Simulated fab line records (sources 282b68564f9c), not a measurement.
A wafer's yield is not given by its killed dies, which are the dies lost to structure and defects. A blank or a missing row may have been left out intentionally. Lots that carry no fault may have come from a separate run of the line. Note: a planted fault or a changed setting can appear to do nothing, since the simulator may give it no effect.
Which tool is to blame?    flow rit_cmos    Sampling: 13 lots, 39 wafers, 2 of 202 route steps

WHAT THE GAUGES SHOWED, per wafer
The record holds no reading of a measuring or inspecting step that can be judged against a usual standard deviation.

EACH LOT AND THE TOOL THAT RAN IT (in order: tool; ch and the chambers of the sampled wafers; start)
lot   RIT_NSD_EXPOSE_03                   RIT_M1_PROBE_99
L154  iline_stepper-01 ch 0, day 3 17:47  -
L155  iline_stepper-02 ch 0, day 3 18:01  -
L157  iline_stepper-01 ch 0, day 4 08:11  -
L158  iline_stepper-01 ch 0, day 4 12:56  -
L159  iline_stepper-01 ch 0, day 4 18:34  -
L166  iline_stepper-01 ch 0, day 6 02:36  prober-02, day 6 14:08
L168  iline_stepper-01 ch 0, day 6 10:32  -
L170  iline_stepper-01 ch 0, day 6 19:34  -
L171  iline_stepper-01 ch 0, day 6 21:14  -
L172  iline_stepper-02 ch 0, day 7 01:31  -
L173  iline_stepper-01 ch 0, day 7 09:11  prober-02, day 7 19:14
L175  iline_stepper-02 ch 0, day 8 02:26  -
L176  iline_stepper-01 ch 0, day 8 03:30  -
- RIT_NSD_EXPOSE_03: exposes mask M9, target cd 40700 nm.
- RIT_M1_PROBE_99

AS READ BY THE TOOLS THEMSELVES (means over the sampled wafers that have a number; for cases with no such wafer, the mark the record gives instead)
RIT_NSD_EXPOSE_03.
lot   tool              reticle_temp_C (C)
L154  iline_stepper-01  22.98
L155  iline_stepper-02  22.94
L157  iline_stepper-01  22.93
L158  iline_stepper-01  22.92
L159  iline_stepper-01  23.07
L166  iline_stepper-01  23.02
L168  iline_stepper-01  23.01
L170  iline_stepper-01  23.17
L171  iline_stepper-01  22.98
L172  iline_stepper-02  23.02
L173  iline_stepper-01  22.90
L175  iline_stepper-02  22.99
L176  iline_stepper-01  22.92

RIT_M1_PROBE_99.
lot   tool       killed_at_contacts  killed_at_front_end  killed_dies  killed_open  killed_short
L166  prober-02  0.0                 9.7                  9.7          4.3          5.3
L173  prober-02  0.0                 8.0                  8.0          3.0          5.0

THE ANSWER, worked out from the rows above alone
Rule: the usual values come from the lots themselves. Put in order of their means at a reading, lots are off if they are a third of the lots or fewer, leave a main group of 4 or more, and stand apart from it by a gap of 3 or more times the standard deviation of the main group's means; of several such gaps the widest counts. If all means in a main group match to the digits the tables above print for the reading, that group is not used. A lot without any number at a reading at which 4 lots or more have one is off too. All remaining lots with rows at the step are treated as sound. First the gauges in route order, then the tools' own readings, where a lot's mean is used as printed above. The first step at which some lot is off is used, and at that step the reading that is off furthest; a lot without a number counts as furthest.
No lot is off on any of the readings shown, so nothing can be concluded from this.

WHAT WAS PUT IN BY THE SIMULATOR
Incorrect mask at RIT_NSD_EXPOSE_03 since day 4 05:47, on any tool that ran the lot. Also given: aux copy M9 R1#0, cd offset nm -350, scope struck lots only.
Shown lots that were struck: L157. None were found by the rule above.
